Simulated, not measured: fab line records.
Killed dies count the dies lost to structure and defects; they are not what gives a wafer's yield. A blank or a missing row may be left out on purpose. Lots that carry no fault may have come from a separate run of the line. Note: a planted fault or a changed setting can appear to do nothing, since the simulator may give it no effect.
A single fault, viewed from 2 desks -- flow berkeley cmos170 -- each desk has only its own numbers; what lay behind them comes last

== METROLOGY DESK ==
What the gauges read, lot by lot, whatever tool the lot ran on: means of the sampled wafers that have a number. Marked OUT: a lot whose mean sits more than 4 standard deviations from the usual mean, which makes it out of limits; the brackets give that distance.
Columns: A = cd nm at UCB170_ACTIVE_CD_MEAS_90, usual 1199.8 nm
lot,first seen here,A
L535,day 4 21:17,1199.1
L536,day 5 05:09,1200.9
L537,day 5 05:27,1200.9
L538,day 5 22:46,1199.2
L540,day 5 22:58,1198.7
L539,day 5 23:01,1200.4
L542,day 6 05:58,1198.8
L544,day 6 12:06,1198.5
L543,day 6 12:14,1200.3
L545,day 6 18:12,1198.8
L546,day 7 07:50,1200.5
L547,day 7 08:19,1202.6
L556,day 9 11:03,1198.4
L557,day 9 11:19,1200.0
Finding of this desk: none of the 14 lots has anything out of limits.

== TOOL OWNER'S DESK, rie metal-04 ==
The tool's own readings at UCB170_M3_METAL_ETCH_18 (etches Al in Cl2/BCl3, stops on SiO2, target depth 1170 nm, time 195 s): means of the sampled wafers that have a number, for each lot that ran on this tool. Marked OUT: a lot whose mean sits more than 4 standard deviations from the usual mean, which makes it out of limits; the brackets give that distance.
Columns: A = bcl3 flow sccm at UCB170_M3_METAL_ETCH_18, usual 45.02 sccm; B = drypump motor current A at UCB170_M3_METAL_ETCH_18, usual 5.8 A; C = oes product au at UCB170_M3_METAL_ETCH_18, usual 0.854 a.u.; D = throttle valve pct at UCB170_M3_METAL_ETCH_18, usual 24.38 %
lot,first seen here,A,B,C,D
L536,day 9 01:34,45.10,5.8,0.842,24.27
L539,day 9 15:36,44.87,5.8,0.846,24.29
L544,day 10 08:26,44.87,6.1,0.848,24.13
L545,day 10 11:03,45.11,6.0,0.846,24.12
L547,day 11 12:56,45.02,6.1,0.848,24.14
L546,day 11 14:14,44.92,6.4,0.849,23.99
Finding of this desk: none of the 6 lots has anything out of limits.

== BROUGHT TOGETHER ==
At the metrology desk, nothing out of limits was observed.
Nothing out of limits was seen by the tool owner's desk.

== WHAT WAS PUT IN BY THE SIMULATOR ==
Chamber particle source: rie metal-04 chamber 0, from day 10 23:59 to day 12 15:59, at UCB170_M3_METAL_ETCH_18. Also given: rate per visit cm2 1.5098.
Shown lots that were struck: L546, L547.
